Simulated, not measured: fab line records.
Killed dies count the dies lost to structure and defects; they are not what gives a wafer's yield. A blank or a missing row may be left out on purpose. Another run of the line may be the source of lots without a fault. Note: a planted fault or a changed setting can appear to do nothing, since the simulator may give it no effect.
Which tool was responsible? + flow berkeley-cmos170 + 13 lots, 39 wafers sampled, at 6 steps of a route of 331

## WHAT EACH GAUGE READ, for each wafer
UCB170_CONTACT_THK_MEAS_02. Usual: CONTACT_PSG_THK gives 722 nm (standard deviation 5.7).
| lot  | measured     | on            | CONTACT_PSG_THK (nm) | flag |
|------|--------------|---------------|----------------------|------|
| L916 | day 8 00:52  | film-metro-02 | 726 726 726          |      |
| L917 | day 8 01:05  | film-metro-02 | 714 715 715          |      |
| L918 | day 8 09:46  | film-metro-04 | 721 723 718          |      |
| L923 | day 9 13:51  | film-metro-02 | 768 772 768          | OFF  |
| L922 | day 9 14:53  | film-metro-03 | 728 733 732          |      |
| L920 | day 9 14:55  | film-metro-04 | 717 717 715          |      |
| L928 | day 10 03:35 | film-metro-02 | 723 726 723          |      |
| L929 | day 10 03:50 | film-metro-03 | 715 724 723          |      |
| L927 | day 10 05:37 | film-metro-02 | 719 712 717          |      |
| L931 | day 10 10:08 | film-metro-02 | 724 724 723          |      |
| L930 | day 10 11:55 | film-metro-03 | 729 731 736          |      |
| L932 | day 10 20:59 | film-metro-02 | 726 718 720          |      |
| L934 | day 11 11:28 | film-metro-02 | 722 724 723          |      |

UCB170_CONTACT_CD_MEAS_90 targets a cd of 700 nm. Usual: cd-nm 700.1 nm, standard deviation 1.6.
| lot  | measured     | on        | cd-nm (nm)        | flag |
|------|--------------|-----------|-------------------|------|
| L916 | day 8 07:58  | cd-sem-01 | 698.9 698.1 701.2 |      |
| L917 | day 8 08:53  | cd-sem-02 | 701.1 698.8 699.4 |      |
| L918 | day 8 13:52  | cd-sem-01 | 700.6 700.4 700.4 |      |
| L923 | day 9 16:50  | cd-sem-02 | 699.1 700.4 701.5 |      |
| L922 | day 9 17:28  | cd-sem-02 | 700.4 700.9 701.6 |      |
| L920 | day 9 18:04  | cd-sem-01 | 702.1 700.9 701.1 |      |
| L928 | day 10 06:38 | cd-sem-01 | 701.9 700.1 702.4 |      |
| L929 | day 10 07:08 | cd-sem-01 | 703.7 701.8 701.6 |      |
| L927 | day 10 09:08 | cd-sem-01 | 700.5 701.4 702.2 |      |
| L931 | day 10 13:56 | cd-sem-01 | 700.2 702.9 702.5 |      |
| L930 | day 10 17:02 | cd-sem-02 | 700.1 702.3 702.8 |      |
| L932 | day 11 00:43 | cd-sem-01 | 700.0 700.7 699.5 |      |
| L934 | day 11 13:55 | cd-sem-01 | 699.8 700.5 700.0 |      |

UCB170_M1_CD_MEAS_09 targets a cd of 700 nm. Usual: cd-nm 699.3 nm, standard deviation 1.3.
| lot  | measured     | on        | cd-nm (nm)        | flag |
|------|--------------|-----------|-------------------|------|
| L916 | day 8 10:56  | cd-sem-02 | 699.7 700.1 698.9 |      |
| L917 | day 8 11:16  | cd-sem-02 | 698.7 698.2 699.4 |      |
| L918 | day 8 15:14  | cd-sem-02 | 698.0 698.3 698.7 |      |
| L923 | day 9 18:51  | cd-sem-02 | 697.9 699.0 700.3 |      |
| L922 | day 9 19:20  | cd-sem-01 | 699.6 699.4 700.8 |      |
| L920 | day 9 19:43  | cd-sem-02 | 697.2 697.4 697.9 |      |
| L928 | day 10 09:12 | cd-sem-02 | 696.8 699.7 697.7 |      |
| L929 | day 10 09:55 | cd-sem-02 | 700.5 699.1 700.9 |      |
| L927 | day 10 11:22 | cd-sem-01 | 698.5 698.9 698.5 |      |
| L931 | day 10 17:18 | cd-sem-01 | 699.4 700.8 700.7 |      |
| L930 | day 10 19:58 | cd-sem-01 | 700.6 701.1 699.7 |      |
| L932 | day 11 03:07 | cd-sem-01 | 698.6 699.0 698.0 |      |
| L934 | day 11 16:07 | cd-sem-01 | 701.1 699.9 699.6 |      |

## EACH LOT AND THE TOOL THAT RAN IT (in order: tool; ch and the chambers of the sampled wafers; start)
| lot  | UCB170_SDANNEAL_RTA_01           | UCB170_CONTACT_CVD_01       | UCB170_CONTACT_ETCH_18                        |
|------|----------------------------------|-----------------------------|-----------------------------------------------|
| L916 | rtp-anneal-02 ch 0, day 7 20:47  | lpcvd-02 ch 1, day 7 23:01  | rie-diel-01 ch 0,3, day 8 07:58 or earlier    |
| L917 | rtp-anneal-01 ch 0, day 7 21:38  | lpcvd-01 ch 0, day 7 23:19  | rie-diel-04 ch 1,2,3, day 8 08:53 or earlier  |
| L918 | rtp-anneal-02 ch 0, day 8 05:03  | lpcvd-01 ch 1, day 8 07:05  | rie-diel-01 ch 1,2,3, day 8 13:52 or earlier  |
| L923 | rtp-anneal-02 ch 0, day 9 10:58  | lpcvd-01 ch 0, day 9 12:04  | rie-diel-01 ch 1,2,3, day 9 16:50 or earlier  |
| L922 | rtp-anneal-02 ch 0, day 9 11:05  | lpcvd-02 ch 1, day 9 13:07  | rie-diel-04 ch 0,1,2, day 9 17:28 or earlier  |
| L920 | rtp-anneal-01 ch 0, day 9 11:25  | lpcvd-02 ch 0, day 9 13:07  | rie-diel-03 ch 1,2, day 9 18:04 or earlier    |
| L928 | rtp-anneal-01 ch 0, day 10 00:37 | lpcvd-01 ch 1, day 10 01:47 | rie-diel-03 ch 1,2, day 10 06:38 or earlier   |
| L929 | rtp-anneal-02 ch 0, day 10 00:58 | lpcvd-02 ch 1, day 10 02:02 | rie-diel-04 ch 1,3, day 10 07:08 or earlier   |
| L927 | rtp-anneal-01 ch 0, day 10 01:17 | lpcvd-02 ch 1, day 10 03:50 | rie-diel-04 ch 1,3, day 10 09:08 or earlier   |
| L931 | rtp-anneal-02 ch 0, day 10 07:16 | lpcvd-02 ch 1, day 10 08:20 | rie-diel-01 ch 1,2,3, day 10 13:56 or earlier |
| L930 | rtp-anneal-02 ch 0, day 10 07:53 | lpcvd-02 ch 0, day 10 10:08 | rie-diel-01 ch 1,3, day 10 17:02 or earlier   |
| L932 | rtp-anneal-01 ch 0, day 10 18:07 | lpcvd-02 ch 1, day 10 19:11 | rie-diel-01 ch 0,1, day 11 00:43 or earlier   |
| L934 | rtp-anneal-01 ch 0, day 11 08:35 | lpcvd-02 ch 0, day 11 09:40 | rie-diel-04 ch 2,3, day 11 13:55 or earlier   |
- UCB170_SDANNEAL_RTA_01: time 5 s.
- UCB170_CONTACT_CVD_01: deposits PSG from SiH4/O2/PH3, target thk 700 nm, time 2820 s.
- UCB170_CONTACT_ETCH_18: etches PSG in CHF3/CF4/Ar, stops on TiSi2, target depth 840 nm, time 195 s.

## WHAT THE TOOLS THEMSELVES READ (means of the sampled wafers that have a number; where no wafer has one, the mark that the record gives instead)
UCB170_SDANNEAL_RTA_01. Usual: anneal-temp-c-max 1054.6, standard deviation 1.6; chamber-o2-ppm 1.994, standard deviation 0.021; lamp-power-pct 38.9 %, standard deviation 1.2; wafer_temp_C_max 1055.6, standard deviation 1.2.
| lot  | tool          | anneal-temp-c-max | chamber-o2-ppm | lamp-power-pct (%) | wafer_temp_C_max | flag |
|------|---------------|-------------------|----------------|--------------------|------------------|------|
| L916 | rtp-anneal-02 | 1053.4            | 2.004          | 37.7               | 1055.4           |      |
| L917 | rtp-anneal-01 | 1056.1            | 1.990          | 40.1               | 1055.8           |      |
| L918 | rtp-anneal-02 | 1052.2            | 1.987          | 37.8               | 1055.2           |      |
| L923 | rtp-anneal-02 | 1054.5            | 2.025          | 37.8               | 1055.3           |      |
| L922 | rtp-anneal-02 | 1053.4            | 1.973          | 37.8               | 1055.1           |      |
| L920 | rtp-anneal-01 | 1055.1            | 2.001          | 40.0               | 1056.0           |      |
| L928 | rtp-anneal-01 | 1055.3            | 1.999          | 40.1               | 1056.1           |      |
| L929 | rtp-anneal-02 | 1053.1            | 1.967          | 37.8               | 1055.7           |      |
| L927 | rtp-anneal-01 | 1056.2            | 1.975          | 40.0               | 1054.7           |      |
| L931 | rtp-anneal-02 | 1053.4            | 1.988          | 37.8               | 1055.4           |      |
| L930 | rtp-anneal-02 | 1052.2            | 2.000          | 37.7               | 1054.6           |      |
| L932 | rtp-anneal-01 | 1056.2            | 1.989          | 40.1               | 1055.5           |      |
| L934 | rtp-anneal-01 | 1055.4            | 2.017          | 40.0               | 1055.1           |      |

UCB170_CONTACT_ETCH_18. Usual: cf4-flow-sccm 15.00 sccm, standard deviation 0.043; drypump-motor-current-A 5.8 A, standard deviation 0.45; oes-product-au 0.912 a.u., standard deviation 0.014; throttle-valve-pct 6.92 %, standard deviation 0.12.
| lot  | tool        | cf4-flow-sccm (sccm) | drypump-motor-current-A (A) | oes-product-au (a.u.) | throttle-valve-pct (%) | flag |
|------|-------------|----------------------|-----------------------------|-----------------------|------------------------|------|
| L916 | rie-diel-01 | 14.97                | 5.4                         | 0.912                 | 6.84                   |      |
| L917 | rie-diel-04 | 15.01                | 5.9                         | 0.894                 | 7.07                   |      |
| L918 | rie-diel-01 | 15.04                | 5.6                         | 0.914                 | 6.80                   |      |
| L923 | rie-diel-01 | 14.99                | 5.6                         | 0.948                 | 6.80                   |      |
| L922 | rie-diel-04 | 14.99                | 5.8                         | 0.925                 | 7.04                   |      |
| L920 | rie-diel-03 | 14.97                | 6.0                         | 0.914                 | 6.87                   |      |
| L928 | rie-diel-03 | 15.00                | 6.4                         | 0.923                 | 6.93                   |      |
| L929 | rie-diel-04 | 15.01                | 6.1                         | 0.890                 | 7.14                   |      |
| L927 | rie-diel-04 | 14.95                | 6.3                         | 0.894                 | 7.14                   |      |
| L931 | rie-diel-01 | 15.01                | 5.6                         | 0.916                 | 6.80                   |      |
| L930 | rie-diel-01 | 15.07                | 5.6                         | 0.915                 | 6.79                   |      |
| L932 | rie-diel-01 | 14.99                | 5.5                         | 0.909                 | 6.83                   |      |
| L934 | rie-diel-04 | 14.97                | 5.7                         | 0.899                 | 7.06                   |      |

## THE ANSWER, worked out from the rows above alone
Rule: a lot counts as off when the mean over its wafers that have a number is more than 3 standard deviations away from the usual mean. Also off: a lot with no number at a reading for which 4 or more lots have one. All remaining lots with rows at the step are treated as sound. Order of review: gauges by route order, followed by the tools' own readings, for which a lot's mean as printed above is used. The first step at which some lot is off is used, and at that step the reading that is off furthest; a lot without a number counts as furthest.
Off: at UCB170_CONTACT_THK_MEAS_02 (CONTACT_PSG_THK), L923.
If a tool, at a process step before that reading, ran all the lots that are off and no sound lot after the first of them, it fits. Gauges at UCB170_CONTACT_THK_MEAS_02: tried the same way as those tools. None of those tried fits.

## WHAT WAS PUT IN BY THE SIMULATOR
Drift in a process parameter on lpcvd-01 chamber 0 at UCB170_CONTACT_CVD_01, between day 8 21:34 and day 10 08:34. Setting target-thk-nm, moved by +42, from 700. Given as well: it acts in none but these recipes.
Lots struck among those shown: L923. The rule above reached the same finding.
